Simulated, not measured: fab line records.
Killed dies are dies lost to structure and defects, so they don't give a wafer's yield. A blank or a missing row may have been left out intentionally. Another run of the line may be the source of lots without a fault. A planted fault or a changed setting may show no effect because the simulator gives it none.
One fault seen from 2 desks :: flow berkeley-cmos170 :: every desk sees just its own numbers, and what lay behind them comes last

AT THE METROLOGY DESK
Means of the sampled wafers that have a number, per lot and without regard to the tool the lot ran on: this is what the gauges read. Marked OUT: a lot whose mean sits more than 4 standard deviations from the usual mean, which makes it out of limits; the brackets give that distance.
Columns: A = cd-nm at UCB170_M2_CD_MEAS_90, usual 698.9 nm; B = M3_BOW at UCB170_M3_BOW_MEAS_20, usual 35 um
lot: L168
first seen here: day 7 10:38
A: 700.7
B: 35

lot: L170
first seen here: day 7 21:43
A: 698.4
B: 22

lot: L171
first seen here: day 8 06:13
A: 699.9
B: 40

lot: L172
first seen here: day 8 06:20
A: 700.8
B: 34

lot: L173
first seen here: day 8 17:11
A: 703.6
B: 32

lot: L174
first seen here: day 8 19:58
A: 695.1
B: 39

lot: L176
first seen here: day 9 06:43
A: 699.9
B: 34

lot: L175
first seen here: day 9 06:55
A: 703.2
B: 29

lot: L177
first seen here: day 9 07:11
A: 697.6
B: 34

lot: L183
first seen here: day 10 23:30
A: 696.9
B: 34

lot: L186
first seen here: day 11 02:25
A: 700.1
B: 33

lot: L188
first seen here: day 11 19:16
A: 697.7
B: 31

lot: L191
first seen here: day 12 10:26
A: 698.0
B: 38
This desk found nothing out of limits on any of the 13 lots.

FOR THE TOOL OWNER'S DESK: rie-diel-04
The tool's own readings at UCB170_NWELL_ETCH_13 (etches Si3N4 in CH3F/Ar/O2, stops on SiO2, target depth 246.4 nm, time 154 s): means of the sampled wafers that have a number, for each lot that ran on this tool. Marked OUT: a lot whose mean sits more than 4 standard deviations from the usual mean, which makes it out of limits; the brackets give that distance.
Columns: A = CH3F_flow_sccm at UCB170_NWELL_ETCH_13, usual 19.99 sccm; B = chamber-pressure-mTorr at UCB170_NWELL_ETCH_13, usual 49.99 mTorr; C = drypump-motor-current-A at UCB170_NWELL_ETCH_13, usual 5.5 A; D = oes-product-au at UCB170_NWELL_ETCH_13, usual 0.925 a.u.; E = throttle-valve-pct at UCB170_NWELL_ETCH_13, usual 7.98 %
lot: L168
first seen here: day 2 04:13
A: 19.95
B: 49.98
C: 5.1
D: 0.932
E: 8.03

lot: L183
first seen here: day 5 13:23
A: 19.97
B: 50.01
C: 5.1
D: 0.933
E: 8.06
This desk found nothing out of limits on any of the 2 lots.

BROUGHT TOGETHER
Metrology desk: nothing out of limits seen.
The desk of the tool owner found nothing out of limits.

WHAT THE SIMULATOR HAD PUT IN
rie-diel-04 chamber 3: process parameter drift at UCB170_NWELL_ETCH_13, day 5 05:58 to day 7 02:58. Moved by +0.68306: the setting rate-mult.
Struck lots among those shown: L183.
